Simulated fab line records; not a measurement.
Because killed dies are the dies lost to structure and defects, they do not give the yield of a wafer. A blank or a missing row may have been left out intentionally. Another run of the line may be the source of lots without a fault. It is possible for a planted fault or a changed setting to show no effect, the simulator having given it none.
Problem report, 8D (eight disciplines) form, completed by code / flow rit_cmos / the parts of the form that need people (team, actions taken, sign-off) are left out

## 1. PROBLEM STATEMENT
GATE_POLY_THK at RIT_GATE_THK_MEAS_09 reads a mean of 353.3 nm on 3 wafers of 1 lot; wafers without a fault read 249.5 nm with a standard deviation of 2.4. That is +43 standard deviations from the usual mean.
First observed at day 5 09:11: wafer L359.3, on film_metro-03. The record has a number at this step for 39 wafers belonging to 13 lots. Rule for "out", or "out of limits": more than 4 standard deviations from the usual mean. The other wafers with a number count as sound.

## 2. WHAT IT IS AND WHAT IT IS NOT
question=which readings at this step | is=GATE_POLY_THK | is not=-
question=which lots | is=L359 | is not=L346, L347, L349, L350, L352, L353, L355, L356, L357, L358, L361, L362
question=which wafers of those lots | is=all that have a number | is not=-
question=read on which gauges | is=film_metro-03 | is not=film_metro-01, film_metro-04
question=when | is=from day 5 09:11 | is not=up to then (30 sound wafers); but 6 sound wafers of L361, L362 came after

## 3. SUSPECTS, AND WHAT RULES EACH OUT
Counting: any tool at a process step up to the reading is kept as a suspect provided that every lot that is out went through it and no sound lot did after the first of them.
- the gauge at RIT_GATE_THK_MEAS_09 has been ruled out. All the wafers that are out were read on film_metro-03, but those of them that RIT_GATE_CVD_08 has rows for are out there too, on other tools.
- lpcvd-01 at RIT_GATE_CVD_08 (deposits poly-Si from SiH4, target thk 250 nm, time 2220 s): kept. It ran the lot that is out, L359 (day 5 07:32), and no sound lot after that; its last sound lot up to then is L358 (day 5 03:36). Out on those wafers are its own readings of spike_tc_centre_C, spike_tc_load_C, spike_tc_source_C, susceptor_temp_C.
Remaining after the count: lpcvd-01 at RIT_GATE_CVD_08.

## 4. THE CAUSE (what the simulator had put in)
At RIT_GATE_CVD_08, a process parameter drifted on lpcvd-01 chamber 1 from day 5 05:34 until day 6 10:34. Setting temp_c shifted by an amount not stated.
This tool alone remained once counting was done.

## 5. THE EFFECT CHAIN, in route order
Each row: a reading whose mean over the struck wafers that have a number lies more than 3 standard deviations from the usual. Only readings for which the record gives a usual standard deviation are gone through. hours: the time from each lot's start at the first step in this table that gives one to its start at this step, as a median over the lots. sigmas: the change in usual standard deviations.
hours=0; step=RIT_GATE_CVD_08; reading=spike_tc_centre_C; usual=611.8 C; on struck wafers=626.4; change=+14.6; sigmas=+13
hours=0; step=RIT_GATE_CVD_08; reading=spike_tc_load_C; usual=632.8 C; on struck wafers=649.8; change=+17.0; sigmas=+7.4
hours=0; step=RIT_GATE_CVD_08; reading=spike_tc_source_C; usual=627 C; on struck wafers=644; change=+17; sigmas=+4.5
hours=0; step=RIT_GATE_CVD_08; reading=susceptor_temp_C; usual=610.04 C; on struck wafers=625.38; change=+15.34; sigmas=+55
hours=2; step=RIT_GATE_THK_MEAS_09; reading=GATE_POLY_THK; usual=249.5 nm; on struck wafers=353.3; change=+103.8; sigmas=+43
hours=3; step=RIT_GATE_ETCH_19; reading=oes_product_au; usual=0.850 a.u.; on struck wafers=1.003; change=+0.153; sigmas=+18
The process steps in it:
- RIT_GATE_CVD_08: deposits poly-Si from SiH4, target thk 250 nm, time 2220 s.
- RIT_GATE_ETCH_19: etches poly-Si in SF6/CHF3/O2, stops on SiO2, time 165 s, target depth 312.5 nm.

## 6. HOW IT WOULD HAVE BEEN CAUGHT EARLIER
4 hours passed between the start of the fault at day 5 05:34 and the first reading out of limits at a measuring or inspecting step in this record, taken at day 5 09:11.
Tool's own readings at RIT_GATE_CVD_08, spike_tc_centre_C, spike_tc_load_C, spike_tc_source_C, susceptor_temp_C: out on all struck wafers the step has rows for; an alarm limit on them would have tripped on the first.
By day 5 09:11 the whole set of lots that are out, 1 in number, had already begun RIT_GATE_CVD_08 on lpcvd-01. A hold on the tool at that time would have spared none of them.
